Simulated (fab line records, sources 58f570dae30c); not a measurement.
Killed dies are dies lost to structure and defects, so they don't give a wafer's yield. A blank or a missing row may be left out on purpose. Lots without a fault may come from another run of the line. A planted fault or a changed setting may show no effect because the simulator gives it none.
Which tool did it? | flow berkeley_cmos170 | 7 lots, 21 wafers sampled, at 2 steps of a route of 331

WHAT THE GAUGES READ, wafer by wafer
UCB170_PWELL_TW_MEAS_17.
lot  | measured    | on            | PWELL_TW
L165 | day 3 17:24 | film_metro-03 | 375.9 377.3 377.8
L168 | day 4 07:47 | film_metro-02 | 383.9 385.0 385.5
L171 | day 4 15:03 | film_metro-02 | 385.3 385.0 385.2
L176 | day 5 17:10 | film_metro-03 | 316.0 314.9 314.5 316.4 315.9 315.0
L178 | day 6 07:47 | film_metro-01 | 382.6 384.1 385.2
L183 | day 7 05:35 | film_metro-01 | 380.0 380.9 380.6
L185 | day 7 21:38 | film_metro-02 | 388.5 385.5 384.4

WHICH TOOL RAN EACH LOT (tool, then ch and the chambers of the sampled wafers, then the start)
lot  | UCB170_PWELL_IMPLANT_15
L165 | implanter-01 ch 0, day 3 17:09
L168 | implanter-04 ch 0, day 4 07:32
L171 | implanter-02 ch 0, day 4 14:48
L176 | implanter-02 ch 0, day 5 16:56
L178 | implanter-04 ch 0, day 6 07:33
L183 | implanter-01 ch 0, day 7 05:16
L185 | implanter-04 ch 0, day 7 21:23
- UCB170_PWELL_IMPLANT_15

THE ANSWER, worked out from the rows above alone
Rule: what is usual is taken from the lots themselves. Put in order of their means at a reading, lots are off if they are a third of the lots or fewer, leave a main group of 4 or more, and stand apart from it by a gap of 3 or more times the standard deviation of the main group's means; of several such gaps the widest counts. A main group whose means are all the same, to the digits that the tables above print for the reading, isn't used. A lot without any number at a reading at which 4 lots or more have one is off too. The other lots that the step has rows for count as sound.
Off: L176, at UCB170_PWELL_TW_MEAS_17 (PWELL_TW). The main group: mean 382.9, standard deviation 3.2.
A tool fits if, at a process step before that reading, it ran every lot that is off, and no sound lot after the first of them. The gauges at UCB170_PWELL_TW_MEAS_17 are tried like those tools. Can't be told from this: 2 tools fit, implanter-02 at UCB170_PWELL_IMPLANT_15, film_metro-03 at UCB170_PWELL_TW_MEAS_17.

WHAT THE SIMULATOR HAD PUT IN
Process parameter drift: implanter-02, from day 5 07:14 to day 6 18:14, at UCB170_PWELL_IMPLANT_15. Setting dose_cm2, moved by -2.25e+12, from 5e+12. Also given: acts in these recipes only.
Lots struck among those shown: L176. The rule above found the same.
